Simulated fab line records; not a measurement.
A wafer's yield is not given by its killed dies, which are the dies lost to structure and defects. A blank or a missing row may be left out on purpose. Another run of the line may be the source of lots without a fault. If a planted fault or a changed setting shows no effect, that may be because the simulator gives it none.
Which of the tools did it?	flow berkeley-cmos170	42 wafers from 14 lots sampled at 4 of the route's 331 steps

## WHAT EACH GAUGE READ, for each wafer
UCB170_ACTIVE_CD_MEAS_90 targets a cd of 1200 nm. Usual: cd-nm at 1199.7 nm, with a standard deviation of 1.4.
lot	measured	on	cd-nm (nm)	flag
L312	day 5 00:47	cd-sem-01	1199.7 1197.4 1198.7	
L313	day 5 01:01	cd-sem-02	1200.4 1200.9 1200.8	
L316	day 5 04:28	cd-sem-02	1199.8 1200.0 1201.0	
L315	day 5 04:42	cd-sem-02	1200.0 1198.6 1199.1	
L314	day 5 04:59	cd-sem-02	1201.0 1200.6 1200.7	
L321	day 6 10:49	cd-sem-01	1202.6 1200.4 1200.7	
L325	day 7 03:56	cd-sem-01	1198.6 1200.8 1200.3	
L323	day 7 04:27	cd-sem-01	1198.4 1199.1 1198.6	
L324	day 7 08:18	cd-sem-01	1200.9 1200.8 1199.5	
L326	day 7 08:43	cd-sem-01	1197.0 1197.7 1198.0	
L328	day 7 12:55	cd-sem-01	1199.8 1199.6 1200.0	
L329	day 8 08:00	cd-sem-01	1200.0 1198.9 1199.8	
L330	day 8 08:00	cd-sem-02	1200.0 1200.1 1200.9	
L333	day 8 15:59	cd-sem-02	1202.0 1201.7 1201.0	

UCB170_M3_BOW_MEAS_20. Usual: M3_BOW gives 34 um (standard deviation 7.2).
lot	measured	on	M3_BOW (um)	flag
L312	day 9 03:06	film-metro-04	30 34 36	
L313	day 9 02:59	film-metro-04	27 44 48	
L316	day 9 02:42	film-metro-04	34 45 38	
L315	day 9 07:19	film-metro-01	40 33 45	
L314	day 9 07:23	film-metro-04	26 30 20	
L321	day 10 04:43	film-metro-01	32 30 40	
L325	day 11 02:58	film-metro-03	23 33 44	
L323	day 11 09:17	film-metro-04	23 40 54	
L324	day 11 10:14	film-metro-03	30 36 33	
L326	day 11 10:13	film-metro-04	32 31 29	
L328	day 11 12:43	film-metro-04	33 43 34	
L329	day 12 03:49	film-metro-01	33 25 34	
L330	day 12 03:58	film-metro-03	44 37 39	
L333	day 12 17:02	film-metro-03	37 33 29	

## WHAT TOOL EACH LOT RAN ON (gives the tool, then ch and the chambers of the sampled wafers, and finally the start)
lot	UCB170_CONTACT_COAT_10	UCB170_M3_STRIP_07
L312	litho-track-02 ch 0, day 8 01:00	plasma-asher-04 ch 0, day 8 23:43
L313	litho-track-04 ch 0, day 8 01:00	plasma-asher-03 ch 0,1, day 8 23:16
L316	litho-track-01 ch 0, day 7 22:00	plasma-asher-03 ch 0,1, day 8 22:17
L315	litho-track-01 ch 0, day 8 01:00	plasma-asher-02 ch 1, day 9 05:22
L314	litho-track-04 ch 0, day 8 01:00	plasma-asher-04 ch 0,1, day 9 05:30
L321	litho-track-01 ch 0, day 9 10:00	plasma-asher-04 ch 0,1, day 10 02:41
L325	litho-track-04 ch 0, day 10 10:00	plasma-asher-04 ch 0,1, day 11 00:29
L323	litho-track-01 ch 0, day 10 11:00	plasma-asher-04 ch 0,1, day 11 07:11
L324	litho-track-02 ch 0, day 10 13:00	plasma-asher-03 ch 0,1, day 11 07:58
L326	litho-track-04 ch 0, day 10 12:00	plasma-asher-02 ch 0,1, day 11 07:40
L328	litho-track-02 ch 0, day 10 17:00	plasma-asher-03 ch 0,1, day 11 10:51
L329	litho-track-04 ch 0, day 11 10:00	plasma-asher-03 ch 0,1, day 12 00:35
L330	litho-track-04 ch 0, day 11 11:00	plasma-asher-02 ch 1, day 12 01:23
L333	litho-track-02 ch 0, day 11 22:00	plasma-asher-04 ch 0,1, day 12 14:26
- UCB170_CONTACT_COAT_10: resist thk 900 nm.
- UCB170_M3_STRIP_07: strips in O2.

## WHAT THE TOOLS THEMSELVES READ (means of the sampled wafers that have a number; where no wafer has one, the mark that the record gives instead)
UCB170_CONTACT_COAT_10. Usual: dispense-pressure-kPa 55.4 kPa, standard deviation 2.6; spin-speed-rpm 1499.9 rpm, standard deviation 0.94.
lot	tool	dispense-pressure-kPa (kPa)	spin-speed-rpm (rpm)	flag
L312	litho-track-02	51.7	1499.7	
L313	litho-track-04	55.8	1501.4	
L316	litho-track-01	58.2	1500.0	
L315	litho-track-01	58.2	1499.2	
L314	litho-track-04	55.8	1499.6	
L321	litho-track-01	58.2	1365.8	OFF
L325	litho-track-04	55.8	1498.8	
L323	litho-track-01	58.3	1366.1	OFF
L324	litho-track-02	51.8	1500.2	
L326	litho-track-04	55.8	1501.0	
L328	litho-track-02	51.8	1500.0	
L329	litho-track-04	55.8	1499.5	
L330	litho-track-04	55.8	1499.5	
L333	litho-track-02	51.8	1500.5	

UCB170_M3_STRIP_07. Usual: drypump-motor-current-A 5.8 A, standard deviation 0.59; oes-product-au 0.735 a.u., standard deviation 0.0038; strip-time-to-endpoint-s 21.97 s, standard deviation 0.067.
lot	tool	drypump-motor-current-A (A)	oes-product-au (a.u.)	strip-time-to-endpoint-s (s)	flag
L312	plasma-asher-04	6.7	0.737	21.99	
L313	plasma-asher-03	5.7	0.732	21.91	
L316	plasma-asher-03	5.4	0.736	22.01	
L315	plasma-asher-02	5.8	0.732	21.96	
L314	plasma-asher-04	6.5	0.734	21.94	
L321	plasma-asher-04	6.3	0.734	22.07	
L325	plasma-asher-04	6.2	0.734	21.92	
L323	plasma-asher-04	6.5	0.732	22.04	
L324	plasma-asher-03	5.7	0.733	21.83	
L326	plasma-asher-02	5.6	0.738	21.98	
L328	plasma-asher-03	5.7	0.737	22.05	
L329	plasma-asher-03	5.4	0.738	21.96	
L330	plasma-asher-02	5.9	0.736	21.97	
L333	plasma-asher-04	6.5	0.737	22.03	

## THE ANSWER, worked out from the rows above alone
Rule: lot off if the mean of its wafers having a number is beyond 3 standard deviations from the usual mean. A lot without any number at a reading at which 4 lots or more have one is off too. Any other lot the step has rows for is counted as sound. First the gauges in route order, then the tools' own readings, where a lot's mean is used as printed above. The first step at which some lot is off is used, and at that step the reading that is off furthest; a lot without a number counts as furthest.
Off at UCB170_CONTACT_COAT_10 (spin-speed-rpm): L321, L323.
A tool fits if, at that step or a process step before it, it ran every lot that is off, and no sound lot after the first of them. One fits: litho-track-01 at UCB170_CONTACT_COAT_10. Its last sound lot is L315 (day 8 01:00), its first lot that is off L321 (day 9 10:00): a fault that began between those two fits.
The tool's own readings at UCB170_CONTACT_COAT_10 bear it out: on the lots that are off they differ by more than 5 times the standard deviation of the sound lots' means. spin-speed-rpm reads 1365.9 rpm there against 1500.0 rpm on the sound lots.

## WHAT HAD BEEN PUT IN BY THE SIMULATOR
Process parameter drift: litho-track-01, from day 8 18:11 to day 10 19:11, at UCB170_CONTACT_COAT_10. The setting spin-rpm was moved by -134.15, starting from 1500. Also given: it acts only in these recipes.
Shown lots that were struck: L321, L323. The rule given above showed the same thing.
